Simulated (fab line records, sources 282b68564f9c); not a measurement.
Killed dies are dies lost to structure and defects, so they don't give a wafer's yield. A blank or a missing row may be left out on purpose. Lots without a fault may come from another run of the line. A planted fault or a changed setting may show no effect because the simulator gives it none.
fab line records | flow rit_cmos
record lots=14 wafers=42 last_day=8
route steps=202 shown ACTIVE@4
lots that met no fault: from a run of the same line without faults
start_h: hours from the record's first day to the start of the lot's first wafer shown | wait_h: hours since the lot's step before | " the same as in the row above | L1.1+2: a row that stands for several wafers | - no value, or no start given | * or withheld: withheld | < > ~ a bound
route shown NAME@n: a module of which the file shows steps, and the number in the route of the first | usual: mean/standard deviation of fault-free wafers | same: alike in all rows | chamber/n: place in a boat | sites: the reading at each site | _std_site: their standard deviation | _edge_site: outer sites' mean less inner sites' | radius_mm: how far each site lies from the wafer's centre | mask NAME#n: copy n | behind: the tool/chamber that last shaped the wafer | hold: why the lot was held/for how many hours/how that ended | device: the transistor (n, p or np) that didn't switch | end of line: the same wafers' tests at the end of the route | a step without rows: its recipe alone | killed: dies lost to structure and defects at the first sort, not the wafer's yield | map: a wafer's dies, x killed, . not, _ none there
set.NAME: the setting as run; set.NAME@STEP: as run at that earlier step | model.NAME: the simulator's own value behind a step, which no gauge read
steps of the route over a sample of lots; a table a step, a row a wafer
services: from which hour (start_h, from the record's first day; less than 0 if before it) a tool's chamber was out of use, for how many hours, and why
## steps
# step RIT_ACTIVE_CVD_03
# recipe material=Si3N4 target_thk_nm=150 temp_c=810 precursor=SiH2Cl2/NH3 time_s=1500 pressure_mtorr=300 sih2cl2_flow_sccm=60 nh3_flow_sccm=150
# usual spike_tc_centre_C=812.4/1.1 spike_tc_source_C=831.4/1.4 susceptor_temp_C=810.0/0.32
# columns lot.wafer tool chamber start_h wait_h spike_tc_centre_C spike_tc_source_C susceptor_temp_C
L204.2 lpcvd-02 1 12.11 0.0 811.6 830.7 809.6
L204.5 " 1 " " 811.7 832.1 809.8
L204.6 " 1 " " 813.4 830.9 809.8
L205.1 lpcvd-01 0 18.60 0.1 811.7 832.0 809.8
L205.4 " 0 " " 811.6 832.1 810.1
L205.6 " 0 " " 813.0 832.7 809.7
L206.2 lpcvd-01 0 22.11 0.0 812.3 831.6 810.5
L206.5 " 0 " " 812.2 832.2 810.1
L206.6 " 0 " " 814.0 833.1 810.5
L213.1 lpcvd-01 1 57.11 0.1 810.4 832.2 810.1
L213.2 " 1 " " 810.7 830.3 809.9
L213.4 " 1 " " 810.5 830.6 809.9
L214.1 lpcvd-01 0 62.75 0.1 812.4 832.4 810.1
L214.2 " 0 " " 811.6 831.2 810.2
L214.4 " 0 " " 813.5 831.7 810.3
L215.1 lpcvd-02 0 67.44 0.1 812.1 832.8 810.5
L215.2 " 0 " " 811.9 832.3 809.6
L215.6 " 0 " " 811.2 833.5 809.8
L216.2 lpcvd-01 0 73.72 0.0 813.4 832.0 810.3
L216.4 " 0 " " 812.9 830.7 810.0
L216.5 " 0 " " 813.3 832.7 809.9
L217.2 lpcvd-02 1 77.50 0.1 811.4 831.3 810.2
L217.3 " 1 " " 812.6 828.5 809.8
L217.4 " 1 " " 811.6 829.7 809.6
L219.1 lpcvd-02 1 88.32 1.3 810.3 829.8 809.7
L219.2 " 1 " " 810.6 831.1 809.7
L219.6 " 1 " " 812.9 831.4 810.3
L221.1 lpcvd-02 1 97.60 0.1 806.1 820.8 803.1
L221.4 " 1 " " 805.9 822.5 803.1
L221.6 " 1 " " 804.2 822.6 802.9
L222.1 lpcvd-02 1 102.11 0.1 806.2 823.9 802.6
L222.3 " 1 " " 807.4 821.9 802.7
L222.5 " 1 " " 804.8 823.8 802.8
L225.2 lpcvd-01 0 117.15 0.0 812.0 830.9 810.4
L225.4 " 0 " " 813.3 830.9 809.8
L225.6 " 0 " " 811.3 834.1 810.3
L226.2 lpcvd-01 1 123.58 0.0 810.2 833.1 810.0
L226.3 " 1 " " 811.1 833.4 809.9
L226.5 " 1 " " 810.2 831.8 809.7
L227.1 lpcvd-01 1 128.58 0.7 811.5 831.0 810.2
L227.3 " 1 " " 812.4 830.5 810.6
L227.6 " 1 " " 812.1 830.5 810.2
# step RIT_ACTIVE_THK_MEAS_04
# recipe reads=Si3N4_of_ACTIVE_CVD_03
# usual ACTIVE_NITRIDE_THK=150.1/1.4
# columns lot.wafer tool chamber start_h wait_h ACTIVE_NITRIDE_THK[nm]
L204.2 film_metro-02 - 13.54 0.0 150.0
L204.5 " - " " 149.6
L204.6 " - " " 151.4
L205.1 film_metro-03 - 20.02 0.0 149.1
L205.4 " - " " 150.2
L205.6 " - " " 149.1
L206.2 film_metro-02 - 23.54 0.0 150.3
L206.5 " - " " 150.2
L206.6 " - " " 151.7
L213.1 film_metro-01 - 58.53 0.0 151.1
L213.2 " - " " 151.5
L213.4 " - " " 151.3
L214.1 film_metro-03 - 64.17 0.0 150.5
L214.2 " - " " 150.0
L214.4 " - " " 150.1
L215.1 film_metro-03 - 68.85 0.0 152.0
L215.2 " - " " 150.7
L215.6 " - " " 152.5
L216.2 film_metro-03 - 75.85 0.0 150.5
L216.4 " - " " 150.1
L216.5 " - " " 150.7
L217.2 film_metro-01 - 78.93 0.0 150.4
L217.3 " - " " 150.1
L217.4 " - " " 149.0
L219.1 film_metro-02 - 89.74 0.0 151.4
L219.2 " - " " 152.0
L219.6 " - " " 151.0
L221.1 film_metro-02 - 99.02 0.0 135.4
L221.4 " - " " 133.9
L221.6 " - " " 135.1
L222.1 film_metro-02 - 103.53 0.0 134.6
L222.3 " - " " 133.9
L222.5 " - " " 133.7
L225.2 film_metro-01 - 119.29 0.0 150.7
L225.4 " - " " 150.2
L225.6 " - " " 150.0
L226.2 film_metro-03 - 125.71 0.0 149.0
L226.3 " - " " 149.3
L226.5 " - " " 149.2
L227.1 film_metro-02 - 129.99 0.0 147.3
L227.3 " - " " 147.7
L227.6 " - " " 145.6
# step RIT_ACTIVE_ETCH_13
# recipe stop_on=SiO2 chemistry=SF6 target=Si3N4 time_s=210 over_etch_frac=0.4 SF6_flow_sccm=200 pressure_mtorr=260 rf_w=125 target_depth_a=2100
# usual chamber_pressure_mTorr=260.01/0.26 drypump_motor_current_A=5.7/0.35 oes_product_au=0.825/0.012 throttle_valve_pct=7.46/0.12
# same over_etch_frac=0.4
# columns lot.wafer tool chamber start_h wait_h chamber_pressure_mTorr drypump_motor_current_A oes_product_au rf_hours_counter_h throttle_valve_pct
L204.2 rie_diel-03 0 14.71 0.1 259.80 5.7 0.813 68 7.38
L204.5 " 3 " " 259.74 6.5 0.819 - 7.35
L204.6 " 1 " " 260.14 6.0 0.823 - 7.48
L205.1 rie_diel-03 2 21.38 0.1 260.16 5.6 0.827 0 7.24
L205.4 " 3 " " 260.02 6.6 0.809 6 7.34
L205.6 " 0 " " 260.21 5.7 0.812 - 7.37
L206.2 rie_diel-01 2 24.71 0.1 259.85 5.6 0.845 145 7.49
L206.5 " 2 " " 259.49 5.6 0.842 - 7.48
L206.6 " 1 " " 260.25 5.6 0.826 - 7.67
L213.1 rie_diel-01 2 60.04 0.1 259.73 5.6 0.843 146 7.48
L213.2 " 3 " " 259.59 5.3 0.821 14 7.41
L213.4 " 1 " " 259.97 5.6 0.827 147 7.66
L214.1 rie_diel-03 0 65.35 0.1 260.24 5.7 0.819 69 7.38
L214.2 " 3 " " 260.46 6.5 0.822 7 7.35
L214.4 " 2 " " 259.60 5.6 0.824 1 7.24
L215.1 rie_diel-01 0 70.16 0.1 260.10 5.8 0.839 5 7.45
L215.2 " 2 " " 260.39 5.6 0.842 146 7.48
L215.6 " 0 " " 259.99 5.8 0.829 - 7.44
L216.2 rie_diel-03 0 77.32 0.1 260.20 5.6 0.827 69 7.36
L216.4 " 1 " " 259.98 5.9 0.827 3 7.48
L216.5 " 0 " " 260.24 5.7 0.821 - 7.37
L217.2 rie_diel-02 2 80.22 0.1 260.15 5.3 0.806 109 7.48
L217.3 " 3 " " 259.95 5.9 0.830 100 7.64
L217.4 " 1 " " 260.04 5.3 0.840 12 7.53
L219.1 rie_diel-03 0 91.04 0.1 259.82 5.7 0.818 69 7.36
L219.2 " 2 " " 260.64 5.6 0.841 1 7.25
L219.6 " 1 " " 259.96 5.9 0.827 - 7.49
L221.1 rie_diel-01 3 100.33 0.1 260.20 5.3 0.775 15 7.42
L221.4 " 1 " " 259.95 5.5 0.787 148 7.66
L221.6 " 1 " " 259.63 5.5 0.789 - 7.66
L222.1 rie_diel-02 2 104.83 0.1 259.71 5.3 0.762 110 7.48
L222.3 " 1 " " 259.89 5.3 0.788 12 7.54
L222.5 " 3 " " 260.42 5.8 0.783 - 7.64
L225.2 rie_diel-01 1 120.46 0.1 259.54 5.5 0.823 148 7.66
L225.4 " 0 " " 260.11 5.8 0.818 6 7.45
L225.6 " 3 " " 260.16 5.3 0.813 - 7.42
L226.2 rie_diel-03 2 126.88 0.1 259.88 5.6 0.832 2 7.22
L226.3 " 1 " " 259.90 5.9 0.832 4 7.49
L226.5 " 2 " " 260.04 5.6 0.832 - 7.25
L227.1 rie_diel-01 3 131.18 0.1 260.12 5.3 0.802 15 7.41
L227.3 " 0 " " 260.13 5.8 0.821 6 7.45
L227.6 " 3 " " 260.33 5.3 0.802 - 7.42
## services
# columns tool chamber start_h hours kind
rie_diel-01 1 -11.44 20.7 repair
rie_diel-03 2 -10.62 - clean
rie_diel-03 2 -10.62 - consumable_replace:esc
rie_diel-03 2 -10.62 31.6 scheduled_down
rie_diel-03 2 -10.62 31.6 vent_cycle
rie_diel-01 2 16.12 5.0 repair
rie_diel-03 2 30.35 3.8 repair
rie_diel-01 0 33.20 5.7 repair
rie_diel-01 3 39.64 14.1 repair
rie_diel-01 - 73.54 2.8 pm
lpcvd-01 - 85.78 2.8 pm
rie_diel-02 3 92.04 2.6 repair
rie_diel-02 0 98.03 - clean
rie_diel-02 0 98.03 22.5 scheduled_down
rie_diel-02 0 98.03 22.5 vent_cycle
rie_diel-03 3 115.72 6.7 repair
## key
first_sign step=RIT_ACTIVE_CVD_03 reading=susceptor_temp_C direction=down sigmas=22 usual=* struck=*
effect step=RIT_ACTIVE_CVD_03 reading=spike_tc_source_C direction=down sigmas=6.2 usual=831.4 struck=822.6
effect step=RIT_ACTIVE_THK_MEAS_04 reading=ACTIVE_NITRIDE_THK direction=down sigmas=11 usual=150.1 struck=134.4
effect step=RIT_ACTIVE_ETCH_13 reading=oes_product_au direction=down sigmas=3.7 usual=0.825 struck=0.781
met_at RIT_ACTIVE_CVD_03
struck_lots L221,L222
struck_wafers L221.1,L221.4,L221.6,L222.1,L222.3,L222.5
tester_left_out L221,L222
onset_between 88.32 97.60
fault kind=process_parameter_drift tool=lpcvd-02 chamber=1 onset_h=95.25 steps=RIT_ACTIVE_CVD_03 channel=temp_c offset=* shape=step end_h=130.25 acts_in=* stated=*
# tester_left_out: of these lots the tester's yield and bins aren't shown, on N5 and GAA mostly nor the transistor test; their killed dies are dies lost to structure and defects alone, not to doping, threshold or leakage, so they don't give the yield
